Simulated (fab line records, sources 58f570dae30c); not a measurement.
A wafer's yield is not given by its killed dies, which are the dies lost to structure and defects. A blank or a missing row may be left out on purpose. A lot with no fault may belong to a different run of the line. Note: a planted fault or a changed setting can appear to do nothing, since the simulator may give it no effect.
What tool caused it? / flow berkeley_cmos170 / 21 wafers from 7 lots sampled at 2 of the route's 331 steps

## WHAT THE GAUGES READ, wafer by wafer
UCB170_V2_THK_MEAS_01.
lot=L211; measured=day 8 15:56; on=film_metro-01; V2_TEOS_THK (nm)=1993 1992 2027
lot=L214; measured=day 9 14:35; on=film_metro-04; V2_TEOS_THK (nm)=1988 2003 2060
lot=L216; measured=day 10 02:07; on=film_metro-01; V2_TEOS_THK (nm)=1992 2023 2010
lot=L219; measured=day 11 08:36; on=film_metro-04; V2_TEOS_THK (nm)=1974 1994 2024
lot=L226; measured=day 12 15:17; on=film_metro-03; V2_TEOS_THK (nm)=1959 3215 2024
lot=L232; measured=day 13 23:40; on=film_metro-03; V2_TEOS_THK (nm)=1934 1969 1999
lot=L230; measured=day 14 12:35; on=film_metro-03; V2_TEOS_THK (nm)=1979 2006 2007

## EACH LOT AND THE TOOL THAT RAN IT (in order: tool; ch and the chambers of the sampled wafers; start)
lot=L211; UCB170_V2_CVD_00=pecvd-01 ch 0,1,2, day 8 15:47
lot=L214; UCB170_V2_CVD_00=pecvd-03 ch 0,1, day 9 14:25
lot=L216; UCB170_V2_CVD_00=pecvd-01 ch 1,2, day 10 01:58
lot=L219; UCB170_V2_CVD_00=pecvd-03 ch 0,1, day 11 08:26
lot=L226; UCB170_V2_CVD_00=pecvd-01 ch 0,1, day 12 15:08
lot=L232; UCB170_V2_CVD_00=pecvd-04 ch 0, day 13 23:25
lot=L230; UCB170_V2_CVD_00=pecvd-04 ch 0,1, day 14 12:24
- UCB170_V2_CVD_00: deposits SiO2 from TEOS/O2, target thk 2000 nm, time 250 s.

## THE ANSWER, worked out from the rows above alone
Rule: usual is defined by the lots themselves. The widest of any qualifying gaps counts: lots, ordered by their means at a reading, are off when they make up no more than a third of the lots, leave a main group of 4 or more, and stand apart from it by 3 or more times the standard deviation of that group's means. Not used: any main group whose means are identical at the precision the tables above print for the reading. A lot without any number at a reading at which 4 lots or more have one is off too. All remaining lots with rows at the step are treated as sound.
Off: L226, at UCB170_V2_THK_MEAS_01 (V2_TEOS_THK). Main group: mean 1999 nm, sd 16.
If a tool, at a process step before that reading, ran all the lots that are off and no sound lot after the first of them, it fits. Gauges at UCB170_V2_THK_MEAS_01: tried the same way as those tools. One fits: UCB170_V2_CVD_00 on pecvd-01. A fault onset in the window from L216 (day 10 01:58, its last sound lot) to L226 (day 12 15:08, its first lot off) fits.

## WHAT THE SIMULATOR HAD PUT IN
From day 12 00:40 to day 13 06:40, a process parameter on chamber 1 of pecvd-01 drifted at UCB170_V2_CVD_00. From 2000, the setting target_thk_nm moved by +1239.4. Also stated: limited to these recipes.
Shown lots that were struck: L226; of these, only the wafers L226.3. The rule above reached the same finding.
